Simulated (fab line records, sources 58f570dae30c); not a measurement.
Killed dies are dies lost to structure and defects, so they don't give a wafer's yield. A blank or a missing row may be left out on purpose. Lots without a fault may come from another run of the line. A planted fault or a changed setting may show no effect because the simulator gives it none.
fab line records | flow berkeley_cmos170 | part 1 of 2: steps 1 to 30 of 43
record lots=5 wafers=15 last_day=10
route steps=331 shown ZERO@13 NWELL@14 PWELL@34 WELLDRIVE@55
lots that met no fault: from a run of the same line without faults
start_h: hours from the record's first day to the start of the lot's first wafer shown | wait_h: hours since the lot's step before | " the same as in the row above | L1.1+2: a row that stands for several wafers | - no value, or no start given | * or withheld: withheld | < > ~ a bound
route shown NAME@n: a module of which the file shows steps, and the number in the route of the first | usual: mean/standard deviation of fault-free wafers | same: alike in all rows | chamber/n: place in a boat | sites: the reading at each site | _std_site: their standard deviation | _edge_site: outer sites' mean less inner sites' | radius_mm: how far each site lies from the wafer's centre | mask NAME#n: copy n | behind: the tool/chamber that last shaped the wafer | hold: why the lot was held/for how many hours/how that ended | device: the transistor (n, p or np) that didn't switch | end of line: the same wafers' tests at the end of the route | a step without rows: its recipe alone | killed: dies lost to structure and defects at the first sort, not the wafer's yield | map: a wafer's dies, x killed, . not, _ none there
set.NAME: the setting as run; set.NAME@STEP: as run at that earlier step | model.NAME: the simulator's own value behind a step, which no gauge read
lots at some steps of the route; a table a step, a row a wafer
services: from which hour (start_h, from the record's first day; less than 0 if before it) a tool's chamber was out of use, for how many hours, and why
## steps
# step UCB170_ZERO_STRIP_07
# recipe chemistry=O2 power_w=400 pressure_mtorr=3500 platen_temp_c=withheld o2_flow_sccm=400 overash_fraction=0.5
# usual drypump_motor_current_A=6.0/0.56 o2_flow_sccm=400.0/1 oes_product_au=0.727/0.0046 strip_time_to_endpoint_s=21.52/0.083
# columns lot.wafer tool chamber start_h wait_h drypump_motor_current_A o2_flow_sccm oes_product_au rf_hours_counter_h strip_time_to_endpoint_s
L074.2 plasma_asher-02 0 17.67 0.0 5.6 398.6 0.724 31 21.48
L074.4 " 0 " " 5.6 400.2 0.724 - 21.50
L074.6 " 1 " " 6.4 401.9 0.722 - 21.51
L079.1 plasma_asher-04 1 42.25 0.0 6.5 397.1 0.736 33 21.58
L079.2 " 0 " " 6.5 398.6 0.732 33 21.49
L079.4 " 0 " " 6.6 398.8 0.723 - 21.49
L080.2 plasma_asher-03 0 48.57 0.0 5.1 400.5 0.722 33 21.65
L080.4 " 0 " " 5.1 402.3 0.725 - 21.70
L080.5 " 1 " " 5.8 400.2 0.720 - 21.62
L085.1 plasma_asher-04 0 73.28 0.0 6.6 399.9 0.725 37 21.45
L085.3 " 1 " " 6.5 399.4 0.728 - 21.44
L085.6 " 1 " " 6.5 399.8 0.722 - 21.43
L088.1 plasma_asher-02 0 89.07 0.0 5.5 399.5 0.730 39 21.60
L088.4 " 0 " " 5.5 398.1 0.723 - 21.60
L088.6 " 0 " " 5.6 399.5 0.729 - 21.53
# step UCB170_NWELL_WET_ETCH_00
# recipe chemistry=dHF dilution=25:1 target=SiO2 temp_c=25 time_s=200
# columns lot.wafer tool chamber start_h wait_h
L074.2+4+6 wet_bench-03 0 20.27 2.6
L079.1+2+4 wet_bench-02 0 43.60 1.3
L080.2+4+5 wet_bench-03 3 49.19 0.6
L085.1+3+6 wet_bench-02 3 73.38 0.1
L088.1+4+6 wet_bench-04 0 89.43 0.3
# step UCB170_NWELL_OXIDATION_01
# recipe temp_c=1000 ambient=O2 target_thk_a=264 ox_time_s=1260
# usual zone_power_source_pct=35.1/2
# columns lot.wafer tool chamber start_h wait_h zone_power_source_pct
L074.2 furnace-02 0 21.70 1.4 34.8
L074.4 " 0 " " 35.0
L074.6 " 0 " " 34.7
L079.1 furnace-02 0 44.90 1.2 35.2
L079.2 " 0 " " 34.9
L079.4 " 0 " " 34.6
L080.2 furnace-04 0 52.29 3.0 32.3
L080.4 " 0 " " 32.3
L080.5 " 0 " " 32.4
L085.1 furnace-03 0 76.97 3.5 37.0
L085.3 " 0 " " 37.5
L085.6 " 0 " " 37.5
L088.1 furnace-03 0 91.27 1.8 37.5
L088.4 " 0 " " 37.6
L088.6 " 0 " " 37.1
# step UCB170_NWELL_THK_MEAS_02
# recipe reads=SiO2_of_NWELL_OXIDATION_01
# usual NWELL_OXIDE_THK=26.4/0.5
# columns lot.wafer tool chamber start_h wait_h NWELL_OXIDE_THK[nm]
L074.2 film_metro-04 - 23.06 0.0 26.2
L074.4 " - " " 26.4
L074.6 " - " " 26.4
L079.1 film_metro-01 - 46.25 0.0 25.4
L079.2 " - " " 25.3
L079.4 " - " " 25.5
L080.2 film_metro-02 - 53.65 0.0 25.7
L080.4 " - " " 25.6
L080.5 " - " " 25.8
L085.1 film_metro-01 - 78.32 0.0 26.6
L085.3 " - " " 26.5
L085.6 " - " " 26.4
L088.1 film_metro-04 - 92.62 0.0 26.9
L088.4 " - " " 27.4
L088.6 " - " " 27.0
# step UCB170_NWELL_ANNEAL_03
# recipe temp_c=1000 time_s=900 ambient=N2
# usual zone_power_source_pct=35.3/2
# columns lot.wafer tool chamber start_h wait_h zone_power_source_pct
L074.2 furnace-04 0 23.89 0.8 31.3
L074.4 " 0 " " 32.1
L074.6 " 0 " " 31.9
L079.1 furnace-03 0 50.50 4.2 37.7
L079.2 " 0 " " 37.7
L079.4 " 0 " " 37.9
L080.2 furnace-03 0 57.83 4.2 37.9
L080.4 " 0 " " 37.4
L080.5 " 0 " " 37.4
L085.1 furnace-02 0 79.95 1.6 34.8
L085.3 " 0 " " 34.9
L085.6 " 0 " " 34.3
L088.1 furnace-02 0 95.78 3.1 34.1
L088.4 " 0 " " 35.4
L088.6 " 0 " " 34.2
# step UCB170_NWELL_CVD_04
# recipe material=Si3N4 target_thk_nm=224 temp_c=800 precursor=SiH2Cl2/NH3 time_s=3360 pressure_mtorr=200 sih2cl2_flow_sccm=25 nh3_flow_sccm=75
# usual nh3_flow_sccm=74.98/0.2 zone_power_source_pct=20.6/2.1
# columns lot.wafer tool chamber start_h wait_h nh3_flow_sccm zone_power_source_pct
L074.2 lpcvd-02 0 25.14 0.0 75.08 22.7
L074.4 " 0 " " 75.05 22.6
L074.6 " 0 " " 75.11 23.1
L079.1 lpcvd-02 1 51.75 0.0 75.04 20.1
L079.2 " 1 " " 74.93 20.0
L079.4 " 1 " " 75.21 19.9
L080.2 lpcvd-02 1 59.08 0.0 74.98 19.9
L080.4 " 1 " " 74.52 19.9
L080.5 " 1 " " 74.76 19.9
L085.1 lpcvd-02 0 81.20 0.0 74.63 23.0
L085.3 " 0 " " 74.74 23.2
L085.6 " 0 " " 74.59 22.6
L088.1 lpcvd-02 1 97.03 0.0 74.97 20.1
L088.4 " 1 " " 74.63 20.0
L088.6 " 1 " " 74.67 19.9
# step UCB170_NWELL_THK_MEAS_05
# recipe reads=Si3N4_of_NWELL_CVD_04
# usual NWELL_NITRIDE_THK=223.4/2
# columns lot.wafer tool chamber start_h wait_h NWELL_NITRIDE_THK[nm]
L074.2 film_metro-04 - 27.09 0.0 222.0
L074.4 " - " " 221.7
L074.6 " - " " 223.2
L079.1 film_metro-01 - 53.68 0.0 221.2
L079.2 " - " " 219.6
L079.4 " - " " 220.7
L080.2 film_metro-01 - 61.99 0.0 222.3
L080.4 " - " " 222.8
L080.5 " - " " 221.9
L085.1 film_metro-04 - 83.13 0.0 224.1
L085.3 " - " " 225.2
L085.6 " - " " 225.8
L088.1 film_metro-04 - 98.96 0.0 224.3
L088.4 " - " " 223.0
L088.6 " - " " 224.1
# step UCB170_NWELL_HMDS_06
# recipe prime_time_s=60 prime_temp_c=100
# columns lot.wafer tool chamber start_h wait_h
L074.2+4+6 litho_track-03 0 27.16 0.1
L079.1+2+4 litho_track-01 0 53.74 0.1
L080.2+4+5 litho_track-03 0 62.11 0.1
L085.1+3+6 litho_track-02 0 83.79 0.7
L088.1+4+6 litho_track-03 0 99.38 0.4
# step UCB170_NWELL_COAT_07
# recipe resist=KrF spin_rpm=1500 resist_thk_nm=900
# columns lot.wafer tool chamber start_h wait_h
L074.2+4+6 litho_track-03 0 27.31 0.1
L079.1+2+4 litho_track-01 0 53.89 0.1
L080.2+4+5 litho_track-03 0 62.26 0.1
L085.1+3+6 litho_track-02 0 83.94 0.1
L088.1+4+6 litho_track-03 0 99.53 0.1
# step UCB170_NWELL_SOFTBAKE_08
# recipe resist=KrF temp_c=130 time_s=60
# columns lot.wafer tool chamber start_h wait_h
L074.2+4+6 litho_track-03 0 27.46 0.1
L079.1+2+4 litho_track-01 0 54.04 0.1
L080.2+4+5 litho_track-03 0 62.41 0.1
L085.1+3+6 litho_track-02 0 84.09 0.1
L088.1+4+6 litho_track-03 0 99.68 0.1
# step UCB170_NWELL_EXPOSE_09
# recipe mask_id=NWELL target_cd_nm=3000 na=0.5 sigma_outer=0.6 source_shape=conventional dose_mj=25
# columns lot.wafer tool chamber start_h wait_h mask
L074.2+4+6 krf_scanner-01 0 27.73 0.2 NWELL#0
L079.1+2+4 krf_scanner-01 0 54.32 0.2 NWELL#0
L080.2+4+5 krf_scanner-01 0 62.55 0.1 NWELL#0
L085.1+3+6 krf_scanner-02 0 84.44 0.3 NWELL#0
L088.1+4+6 krf_scanner-02 0 99.83 0.1 NWELL#0
# step UCB170_NWELL_PEB_10
# recipe peb_temp_c=130 peb_time_s=withheld resist=KrF
# columns lot.wafer tool chamber start_h wait_h
L074.2+4+6 litho_track-02 0 28.06 0.3
L079.1+2+4 litho_track-01 0 54.43 0.1
L080.2+4+5 litho_track-01 0 63.20 0.6
L085.1+3+6 litho_track-01 0 84.93 0.5
L088.1+4+6 litho_track-02 0 100.44 0.6
# step UCB170_NWELL_DEVELOP_11
# recipe developer=TMAH develop_time_s=45 resist=KrF dev_temp_c=21
# usual developer_temp_C=20.97/0.1
# columns lot.wafer tool chamber start_h wait_h developer_temp_C
L074.2 litho_track-02 0 - - 20.88
L074.4 " 0 " " 20.93
L074.6 " 0 " " 21.01
L079.1 litho_track-01 0 - - 21.08
L079.2 " 0 " " 20.98
L079.4 " 0 " " 21.23
L080.2 litho_track-01 0 - - 20.91
L080.4 " 0 " " 21.02
L080.5 " 0 " " 20.95
L085.1 litho_track-01 0 - - 21.01
L085.3 " 0 " " 20.98
L085.6 " 0 " " 20.85
L088.1 litho_track-02 0 - - 20.87
L088.4 " 0 " " 20.93
L088.6 " 0 " " 20.98
# step UCB170_NWELL_OVL_MEAS_12
# usual NWELL_OVL=-1/6.2
# columns lot.wafer tool chamber start_h wait_h NWELL_OVL[nm]
L074.2 overlay-02 - 28.32 - 1
L074.4 " - " " -7
L074.6 " - " " -3
L079.1 overlay-02 - 54.71 - -1
L079.2 " - " " -5
L079.4 " - " " -1
L080.2 overlay-01 - 63.45 - 7
L080.4 " - " " 10
L080.5 " - " " 0
L085.1 overlay-02 - 85.20 - -8
L085.3 " - " " -10
L085.6 " - " " -9
L088.1 overlay-02 - 100.72 - -10
L088.4 " - " " -1
L088.6 " - " " -9
# step UCB170_NWELL_ETCH_13
# recipe chemistry=CH3F/Ar/O2 target=Si3N4 stop_on=SiO2 CH3F_flow_sccm=20 Ar_flow_sccm=50 O2_flow_sccm=7 pressure_mtorr=50 rf_w=450 target_depth_a=2464 over_etch_frac=0.1 time_s=154
# usual drypump_motor_current_A=5.6/0.47 oes_product_au=0.941/0.014 throttle_valve_pct=8.01/0.17
# same over_etch_frac=0.1
# columns lot.wafer tool chamber start_h wait_h drypump_motor_current_A oes_product_au rf_hours_counter_h throttle_valve_pct
L074.2 rie_diel-01 0 28.35 0.0 6.3 0.964 117 8.28
L074.4 " 1 " " 5.8 0.939 92 8.00
L074.6 " 2 " " 5.7 0.943 - 8.18
L079.1 rie_diel-04 3 54.74 0.0 6.4 0.930 108 7.82
L079.2 " 1 " " 5.3 0.911 3 8.07
L079.4 " 2 " " 5.2 0.921 20 7.99
L080.2 rie_diel-04 0 63.48 0.0 5.1 0.958 35 7.77
L080.4 " 3 " " 6.4 0.938 109 7.82
L080.5 " 2 " " 5.2 0.922 - 7.98
L085.1 rie_diel-03 2 85.24 0.0 6.1 0.943 1 8.18
L085.3 " 3 " " 5.7 0.958 164 8.17
L085.6 " 1 " " 5.4 0.934 - 8.12
L088.1 rie_diel-04 3 100.75 0.0 6.4 0.938 111 7.81
L088.4 " 2 " " 5.2 0.931 23 7.97
L088.6 " 2 " " 5.2 0.932 - 7.98
# step UCB170_NWELL_IMPLANT_14
# recipe species=P dose_cm2=1e+13 energy_kev=150 tilt_deg=7
# columns lot.wafer tool chamber start_h wait_h
L074.2+4+6 implanter-04 0 28.48 0.1
L079.1+2+4 implanter-01 0 54.85 0.1
L080.2+4+5 implanter-03 0 63.61 0.1
L085.1+3+6 implanter-01 0 85.34 0.1
L088.1+4+6 implanter-04 0 100.86 0.1
# step UCB170_NWELL_STRIP_15
# recipe chemistry=O2 power_w=400 pressure_mtorr=3500 platen_temp_c=withheld o2_flow_sccm=400 overash_fraction=0.5
# usual drypump_motor_current_A=6.0/0.66 o2_flow_sccm=400.1/1.7 oes_product_au=0.720/0.0048 strip_time_to_endpoint_s=18.01/0.076
# columns lot.wafer tool chamber start_h wait_h drypump_motor_current_A o2_flow_sccm oes_product_au rf_hours_counter_h strip_time_to_endpoint_s
L074.2 plasma_asher-04 1 28.60 0.1 6.6 398.6 0.717 31 18.10
L074.4 " 0 " " 6.6 397.9 0.730 - 17.95
L074.6 " 1 " " 6.5 398.0 0.723 - 17.89
L079.1 plasma_asher-02 0 55.00 0.1 5.6 401.1 0.726 34 17.89
L079.2 " 1 " " 6.4 400.0 0.717 34 17.94
L079.4 " 0 " " 5.6 399.4 0.713 - 17.92
L080.2 plasma_asher-02 0 63.74 0.1 5.6 400.5 0.722 35 18.07
L080.4 " 0 " " 5.6 399.5 0.720 - 17.91
L080.5 " 1 " " 6.5 400.9 0.714 - 18.02
L085.1 plasma_asher-04 1 85.49 0.1 6.5 401.3 0.720 39 17.99
L085.3 " 1 " " 6.5 401.4 0.713 - 18.08
L085.6 " 0 " " 6.5 402.4 0.715 - 18.00
L088.1 plasma_asher-04 1 101.01 0.1 6.6 399.9 0.710 41 17.93
L088.4 " 0 " " 6.5 400.8 0.718 - 18.06
L088.6 " 0 " " 6.5 401.8 0.719 - 18.02
# step UCB170_NWELL_TW_MEAS_16
# usual NWELL_TW=1240/12
# columns lot.wafer tool chamber start_h wait_h NWELL_TW
L074.2 film_metro-02 - 28.71 0.1 1229
L074.4 " - " " 1226
L074.6 " - " " 1222
L079.1 film_metro-04 - 55.10 0.1 1251
L079.2 " - " " 1241
L079.4 " - " " 1251
L080.2 film_metro-01 - 63.85 0.1 1246
L080.4 " - " " 1251
L080.5 " - " " 1250
L085.1 film_metro-04 - 85.59 0.1 1262
L085.3 " - " " 1258
L085.6 " - " " 1252
L088.1 film_metro-04 - 101.13 0.1 1251
L088.4 " - " " 1254
L088.6 " - " " 1249
# step UCB170_NWELL_CLEAN_17
# recipe chemistry=SPM temp_c=120 time_s=600
# columns lot.wafer tool chamber start_h wait_h
L074.2+4+6 wet_bench-02 1 28.89 0.2
L079.1+2+4 wet_bench-04 0 55.16 0.1
L080.2+4+5 wet_bench-02 3 63.90 0.0
L085.1+3+6 wet_bench-03 1 85.65 0.1
L088.1+4+6 wet_bench-02 1 101.19 0.1
# step UCB170_NWELL_WET_ETCH_18
# recipe chemistry=H3PO4 target=Si3N4 temp_c=160 time_s=14400
# columns lot.wafer tool chamber start_h wait_h
L074.2+4+6 wet_bench-03 0 29.25 0.2
L079.1+2+4 wet_bench-03 1 55.33 0.0
L080.2+4+5 wet_bench-04 2 64.07 0.0
L085.1+3+6 wet_bench-03 0 85.89 0.1
L088.1+4+6 wet_bench-03 3 101.46 0.1
# step UCB170_NWELL_WET_ETCH_19
# recipe chemistry=BOE dilution=5:1 target=SiO2 temp_c=25 time_s=22
# columns lot.wafer tool chamber start_h wait_h
L074.2+4+6 wet_bench-04 1 33.26 0.0
L079.1+2+4 wet_bench-04 1 59.87 0.2
L080.2+4+5 wet_bench-04 1 68.08 0.0
L085.1+3+6 wet_bench-03 1 89.90 0.0
L088.1+4+6 wet_bench-03 0 105.75 0.3
# step UCB170_PWELL_CLEAN_00
# recipe chemistry=SPM temp_c=120 time_s=600
# columns lot.wafer tool chamber start_h wait_h
L074.2+4+6 wet_bench-03 0 33.28 0.0
L079.1+2+4 wet_bench-02 2 60.00 0.1
L080.2+4+5 wet_bench-04 0 68.09 0.0
L085.1+3+6 wet_bench-03 2 89.91 0.0
L088.1+4+6 wet_bench-03 0 106.29 0.5
# step UCB170_PWELL_CLEAN_01
# recipe chemistry=dHF dilution=25:1 time_s=60
# columns lot.wafer tool chamber start_h wait_h
L074.2+4+6 wet_bench-04 2 33.45 0.0
L079.1+2+4 wet_bench-03 3 60.19 0.0
L080.2+4+5 wet_bench-03 2 68.27 0.0
L085.1+3+6 wet_bench-04 1 90.09 0.0
L088.1+4+6 wet_bench-03 2 106.64 0.2
# step UCB170_PWELL_OXIDATION_02
# recipe temp_c=1000 ambient=O2 target_thk_a=264 ox_time_s=1260
# usual zone_power_source_pct=34.6/2.9
# columns lot.wafer tool chamber start_h wait_h zone_power_source_pct
L074.2 furnace-03 0 36.23 2.8 37.0
L074.4 " 0 " " 36.9
L074.6 " 0 " " 37.6
L079.1 furnace-01 0 63.48 3.3 30.8
L079.2 " 0 " " 30.9
L079.4 " 0 " " 31.7
L080.2 furnace-01 0 70.67 2.4 31.5
L080.4 " 0 " " 31.6
L080.5 " 0 " " 31.6
L085.1 furnace-03 0 94.12 4.0 37.0
L085.3 " 0 " " 37.7
L085.6 " 0 " " 37.2
L088.1 furnace-01 0 109.88 3.2 31.2
L088.4 " 0 " " 31.3
L088.6 " 0 " " 31.4
# step UCB170_PWELL_THK_MEAS_03
# recipe reads=SiO2_of_PWELL_OXIDATION_02
# usual PWELL_OXIDE_THK=26.4/0.43
# columns lot.wafer tool chamber start_h wait_h PWELL_OXIDE_THK[nm]
L074.2 film_metro-04 - 37.59 0.0 26.4
L074.4 " - " " 26.4
L074.6 " - " " 26.2
L079.1 film_metro-03 - 64.83 0.0 26.0
L079.2 " - " " 25.4
L079.4 " - " " 26.1
L080.2 film_metro-04 - 72.03 0.0 26.0
L080.4 " - " " 26.4
L080.5 " - " " 26.7
L085.1 film_metro-03 - 95.47 0.0 27.1
L085.3 " - " " 26.6
L085.6 " - " " 26.4
L088.1 film_metro-01 - 111.23 0.0 26.5
L088.4 " - " " 26.7
L088.6 " - " " 26.9
# step UCB170_PWELL_ANNEAL_04
# recipe temp_c=1000 time_s=900 ambient=N2
# usual zone_power_source_pct=34.0/2.7
# columns lot.wafer tool chamber start_h wait_h zone_power_source_pct
L074.2 furnace-03 0 38.83 1.2 37.3
L074.4 " 0 " " 37.0
L074.6 " 0 " " 37.5
L079.1 furnace-03 0 69.30 4.5 37.6
L079.2 " 0 " " 37.1
L079.4 " 0 " " 36.7
L080.2 furnace-03 0 75.72 3.7 37.8
L080.4 " 0 " " 37.4
L080.5 " 0 " " 37.5
L085.1 furnace-04 0 98.58 3.1 31.7
L085.3 " 0 " " 32.5
L085.6 " 0 " " 31.7
L088.1 furnace-04 0 116.26 5.0 31.9
L088.4 " 0 " " 31.9
L088.6 " 0 " " 31.4
# step UCB170_PWELL_CVD_05
# recipe material=Si3N4 target_thk_nm=220 temp_c=800 precursor=SiH2Cl2/NH3 time_s=3300 pressure_mtorr=200 sih2cl2_flow_sccm=25 nh3_flow_sccm=75
# usual nh3_flow_sccm=74.99/0.22 zone_power_source_pct=19.6/1.5
# columns lot.wafer tool chamber start_h wait_h nh3_flow_sccm zone_power_source_pct
L074.2 lpcvd-02 0 40.08 0.0 74.89 22.7
L074.4 " 0 " " 74.94 22.6
L074.6 " 0 " " 74.72 22.9
L079.1 lpcvd-01 1 70.55 0.0 74.96 20.1
L079.2 " 1 " " 75.35 19.5
L079.4 " 1 " " 74.84 20.2
L080.2 lpcvd-01 1 77.70 0.7 74.97 19.9
L080.4 " 1 " " 74.82 19.6
L080.5 " 1 " " 74.82 19.7
L085.1 lpcvd-02 1 99.83 0.0 75.15 20.0
L085.3 " 1 " " 75.11 19.8
L085.6 " 1 " " 74.96 19.7
L088.1 lpcvd-01 1 118.49 1.0 75.02 19.6
L088.4 " 1 " " 75.30 20.0
L088.6 " 1 " " 75.24 19.9
# step UCB170_PWELL_THK_MEAS_06
# recipe reads=Si3N4_of_PWELL_CVD_05
# usual PWELL_NITRIDE_THK=218.8/1.9
# columns lot.wafer tool chamber start_h wait_h PWELL_NITRIDE_THK[nm]
L074.2 film_metro-01 - 42.01 0.0 219.0
L074.4 " - " " 219.7
L074.6 " - " " 220.1
L079.1 film_metro-04 - 72.47 0.0 218.5
L079.2 " - " " 217.9
L079.4 " - " " 219.4
L080.2 film_metro-03 - 79.62 0.0 220.7
L080.4 " - " " 220.9
L080.5 " - " " 220.8
L085.1 film_metro-01 - 101.75 0.0 215.4
L085.3 " - " " 216.1
L085.6 " - " " 214.7
L088.1 film_metro-03 - 120.41 0.0 222.6
L088.4 " - " " 222.3
L088.6 " - " " 223.3
# step UCB170_PWELL_HMDS_07
# recipe prime_time_s=60 prime_temp_c=100
# columns lot.wafer tool chamber start_h wait_h
L074.2+4+6 litho_track-02 0 42.94 0.9
L079.1+2+4 litho_track-01 0 73.19 0.7
L080.2+4+5 litho_track-04 0 79.87 0.2
L085.1+3+6 litho_track-04 0 102.36 0.6
L088.1+4+6 litho_track-04 0 120.47 0.1
# step UCB170_PWELL_COAT_08
# recipe resist=KrF spin_rpm=1500 resist_thk_nm=900
# columns lot.wafer tool chamber start_h wait_h
L074.2+4+6 litho_track-02 0 43.09 0.1
L079.1+2+4 litho_track-01 0 73.34 0.1
L080.2+4+5 litho_track-04 0 80.02 0.1
L085.1+3+6 litho_track-04 0 102.51 0.1
L088.1+4+6 litho_track-04 0 120.62 0.1
